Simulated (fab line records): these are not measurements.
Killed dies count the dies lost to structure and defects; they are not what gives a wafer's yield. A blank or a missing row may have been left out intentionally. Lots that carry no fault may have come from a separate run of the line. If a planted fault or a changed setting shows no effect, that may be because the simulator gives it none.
Split-lot experiment | flow rit cmos | 23 wafers read from 5 lots, route of 202 steps

SPLIT DETAILS
At RIT_NRETRO_COAT_01 (resist thk 1300 nm), the setting resist thk nm was moved away from the recipe's 1300 nm on 9 of the 23 wafers read, by -1.8% to +5.6%. All remaining wafers had this setting at the recipe value.

The reading comes from the split's own step.

THE READING
NOVOLAK_of_NRETRO_COAT_01.thk nm (the simulator's own value, which no gauge read), in nm, at RIT_NRETRO_COAT_01 (resist thk 1300 nm). No usual value for it is given in the file. The 14 wafers here that ran the recipe average 1299 nm, standard deviation 3 nm.

wafer  | tool, chamber at the split | resist thk nm as run, nm | against the recipe | NOVOLAK_of_NRETRO_COAT_01.thk nm, nm | against lot-mates on the recipe
L078.2 | litho track-04, 0          | 1300                     | recipe             | 1298                                 | -
L078.4 | litho track-04, 0          | 1300                     | recipe             | 1299                                 | -
L078.5 | litho track-04, 0          | 1300                     | recipe             | 1297                                 | -
L079.2 | litho track-01, 0          | 1373                     | +5.6%              | 1376                                 | +74
L079.3 | litho track-01, 0          | 1373                     | +5.6%              | 1376                                 | +74
L079.4 | litho track-01, 0          | 1300                     | recipe             | 1300                                 | -
L079.5 | litho track-01, 0          | 1300                     | recipe             | 1304                                 | -
L079.6 | litho track-01, 0          | 1300                     | recipe             | 1302                                 | -
L080.1 | litho track-01, 0          | 1300                     | recipe             | 1297                                 | -
L080.4 | litho track-01, 0          | 1300                     | recipe             | 1297                                 | -
L080.3 | litho track-01, 0          | 1328                     | +2.2%              | 1325                                 | +27
L080.5 | litho track-01, 0          | 1328                     | +2.2%              | 1324                                 | +26
L080.6 | litho track-01, 0          | 1300                     | recipe             | 1301                                 | -
L081.1 | litho track-02, 0          | 1276                     | -1.8%              | 1279                                 | -24
L081.2 | litho track-02, 0          | 1276                     | -1.8%              | 1282                                 | -20
L081.3 | litho track-02, 0          | 1300                     | recipe             | 1303                                 | -
L081.4 | litho track-02, 0          | 1276                     | -1.8%              | 1280                                 | -22
L081.5 | litho track-02, 0          | 1300                     | recipe             | 1302                                 | -
L083.1 | litho track-01, 0          | 1300                     | recipe             | 1302                                 | -
L083.3 | litho track-01, 0          | 1300                     | recipe             | 1294                                 | -
L083.4 | litho track-01, 0          | 1334                     | +2.6%              | 1329                                 | +32
L083.5 | litho track-01, 0          | 1300                     | recipe             | 1295                                 | -
L083.6 | litho track-01, 0          | 1334                     | +2.6%              | 1333                                 | +36

FIT RESULTS
A straight line over all 23 wafers: NOVOLAK_of_NRETRO_COAT_01.thk nm changes by +12.8 nm for each +1% of resist thk nm; r = +0.99; the points scatter about the line by 3.5 nm.
The same after taking each lot's own level away (the mean of its wafers on the recipe; 23 wafers): +12.9 nm for each +1%; r = +1.00; scatter 2.1 nm.
That fit puts the effect of the largest move of resist thk nm on the reading at 72 nm.
From 1297.0 to 1302.5 nm: that is the span of the lots' own levels, equal to 1.8 times the standard deviation above.
Consequently the slope shifts little with the lot-to-lot level, the two slopes agreeing.
Check: with one of the wafers moved furthest among these (+5.6%) left out of the fit, the line predicts +72 nm for it against its lot-mates. It came out at +74 nm against them.

THESE WAFERS: OTHER SPLITS
Note: prior to the reading, these wafers also went through further splits. Each is held against what the fit with the lots' levels taken away leaves over:
other split on the same wafers  | wafers away from the commonest value | r with NOVOLAK_of_NRETRO_COAT_01.thk nm (lot level and that fit taken away)
RIT_ACTIVE_COAT_06 spin rpm     | 10                                   | +0.07
RIT_ACTIVE_HARDBAKE_12 temp c   | 10                                   | +0.36
RIT_FOX2_OXIDATION_00 ox time s | 15                                   | +0.14
RIT_PWELL_COAT_01 resist thk nm | 10                                   | -0.14
RIT_PWELL_HARDBAKE_07 temp c    | 5                                    | +0.00

FILE'S OWN FIT
NOVOLAK_of_NRETRO_COAT_01.thk nm changes by +12.9 nm for each +1% of resist thk nm, r = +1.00.
